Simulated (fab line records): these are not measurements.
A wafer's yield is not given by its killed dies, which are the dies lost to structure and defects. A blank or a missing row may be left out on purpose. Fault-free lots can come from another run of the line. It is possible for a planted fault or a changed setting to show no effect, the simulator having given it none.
One fault seen from 2 desks -- flow berkeley_cmos170 -- every desk sees just its own numbers, and what lay behind them comes last

== THE TOOL OWNER'S DESK: rie_metal-01 ==
The tool's own readings at UCB170_M1_METAL_ETCH_12 (etches Al in Cl2/BCl3, stops on PSG, target depth 780 nm, time 130 s): means of the sampled wafers that have a number, for each lot that ran on this tool. If a lot's mean is further than 4 standard deviations from the usual mean, the lot is out of limits and carries the mark OUT (the distance appears in the brackets).
Columns: A = chamber_pressure_mTorr at UCB170_M1_METAL_ETCH_12, usual 12.000 mTorr; B = drypump_motor_current_A at UCB170_M1_METAL_ETCH_12, usual 5.3 A; C = oes_product_au at UCB170_M1_METAL_ETCH_12, usual 0.847 a.u.; D = throttle_valve_pct at UCB170_M1_METAL_ETCH_12, usual 24.41 %
lot,first seen here,A,B,C,D
L324,day 8 10:49,12.006,5.2,0.838,24.43
L328,day 9 02:21,11.999,5.4,0.840,24.40
L331,day 10 04:08,11.992,5.5,0.832,24.37
L329,day 10 06:23,11.999,5.5,0.828,24.36
L330,day 10 06:44,12.001,5.6,0.827,24.36
L338,day 11 07:23,11.992,5.4,0.833,24.40
Result from this desk: across the 6 lots, nothing is out of limits.

== METROLOGY DESK ==
Means of the sampled wafers that have a number, per lot and without regard to the tool the lot ran on: this is what the gauges read. If a lot's mean is further than 4 standard deviations from the usual mean, the lot is out of limits and carries the mark OUT (the distance appears in the brackets).
Columns: A = cd_nm at UCB170_M1_CD_MEAS_90, usual 700 nm
lot,first seen here,A
L323,day 7 23:24,700
L325,day 8 10:49,702
L324,day 8 11:04,702
L328,day 9 02:36,701
L326,day 9 04:31,703
L331,day 10 04:22,699
L333,day 10 05:47,700
L332,day 10 06:18,703
L329,day 10 06:37,677 (-7.6) OUT
L330,day 10 06:58,679 (-7.1) OUT
L338,day 11 07:38,681 (-6.3) OUT
L337,day 11 09:22,703
L341,day 11 20:44,702
L346,day 12 20:53,696
Finding of this desk: L329, L330, L338 out of limits; the first was L329 at day 10 06:37, on cd_nm at UCB170_M1_CD_MEAS_90. L323, L325, L324, L328, L326, L331, L333, L332, L337, L341, L346: within limits.

== PUT TOGETHER ==
On L329, L330, L338, the metrology desk was in a position to raise an alarm at day 10 06:37.
Nothing out of limits was seen by the tool owner's desk.
On record at the tool owner's desk: L329, L330, L338, within its limits.
On rie_metal-01, each named lot ran UCB170_M1_METAL_ETCH_12.

== WHAT THE SIMULATOR HAD INSERTED ==
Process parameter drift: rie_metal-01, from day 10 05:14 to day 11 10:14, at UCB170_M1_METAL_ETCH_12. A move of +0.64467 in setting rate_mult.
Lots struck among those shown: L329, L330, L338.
Hours from the fault's start to each desk's first reading out of limits: the metrology desk, 1.
